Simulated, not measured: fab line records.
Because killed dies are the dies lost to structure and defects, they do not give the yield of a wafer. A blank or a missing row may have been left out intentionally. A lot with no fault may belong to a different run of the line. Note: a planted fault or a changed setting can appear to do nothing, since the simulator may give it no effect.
A struck lot beside a sound one -- flow rit_cmos -- 17 out of 202 route steps
Sound: the wafers L821.1, L821.5, L821.6. The struck wafers were L814.1, L814.2, L814.4. At the end, the cause is stated.
Order at every step that has rows: each side's tool, ch and its chambers, its first start. Under that, the readings that differ: sound wafers -- struck wafers -- difference of the means -- sigmas: that difference in standard deviations of wafers without a fault.
alike: a reading whose means differ by less than 2 such deviations, as well as words and numbers matching on both sides. not compared: withheld readings; readings where some wafer has no value; bounds like >300 that might hide an equal value; numbers whose values overlap and for which the record gives no deviation.
The two part at a step that has a row with sigmas, a row that says differs or no value, or rows on one side only. Numbers that don't overlap but have no deviation are shown without sigmas and don't part them. A reading missing from all wafers of one side parts the sides only when that side holds two or more wafers.

RIT_PWELL_TW_MEAS_10:
  sound: film_metro-04 at day 5 23:10; struck: film_metro-03 at day 4 11:44
reading,sound,struck,difference,sigmas
PWELL_TW,967 959 964,949 941 948,-17,-3
then, 1 step without rows for these wafers: RIT_WELLDRIVE_ANNEAL_00 (time 14700 s).
RIT_WELLDRIVE_RS_MEAS_01: measures by four-point-probe.
  sound: film_metro-04 at day 6 04:48; struck: film_metro-04 at day 4 18:09
  alike: NWELL_RS
RIT_WELLDRIVE_RS_MEAS_02: measures by four-point-probe.
  sound: film_metro-04 at day 6 04:55; struck: film_metro-04 at day 4 18:16
reading,sound,struck,difference,sigmas
PWELL_RS (ohm/sq),428.3 429.6 428.5,430.8 432.1 432.2,+2.9,+2
then, 6 steps without rows for these wafers: RIT_NRETRO_HMDS_00 (prime time 60 s); RIT_NRETRO_COAT_01 (resist thk 1300 nm); RIT_NRETRO_SOFTBAKE_02 (time 60 s); RIT_NRETRO_EXPOSE_03 (exposes mask M4, target cd 43900 nm); RIT_NRETRO_PEB_04; RIT_NRETRO_DEVELOP_05 (develop time 68 s).
RIT_NRETRO_OVL_MEAS_06:
  sound: overlay-01 at day 6 06:05; struck: overlay-02 at day 4 19:33
  alike: NRETRO_OVL
then, 1 step without rows for these wafers: RIT_NRETRO_HARDBAKE_07 (time 120 s).
RIT_NRETRO_IMPLANT_08:
  sound on implanter-03 ch 0, day 6 06:22; struck on implanter-03 ch 0, day 4 20:14
RIT_NRETRO_STRIP_09: strips in O2, time 180 s.
  sound on plasma_asher-02 ch 0,1, day 6 06:31; struck on plasma_asher-04 ch 0,1, day 4 20:23
  alike: drypump_motor_current_A
  not compared: rf_hours_counter_h
RIT_NRETRO_TW_MEAS_10:
  sound: film_metro-02 at day 6 06:41; struck: film_metro-01 at day 4 20:33
reading,sound,struck,difference,sigmas
NRETRO_TW,1058 1058 1053,1316 1314 1311,+257,+55
then, 1 step without rows for these wafers: RIT_PRETRO_HMDS_00 (prime time 60 s).
RIT_M1_PROBE_99:
  the record has rows for the sound wafers here (prober-01, day 8 00:03) and none for the struck ones

== WHERE THEY PART ==
Last at RIT_M1_PROBE_99 as far as this record goes, first at RIT_PWELL_TW_MEAS_10.

WHY: what had been put in by the simulator
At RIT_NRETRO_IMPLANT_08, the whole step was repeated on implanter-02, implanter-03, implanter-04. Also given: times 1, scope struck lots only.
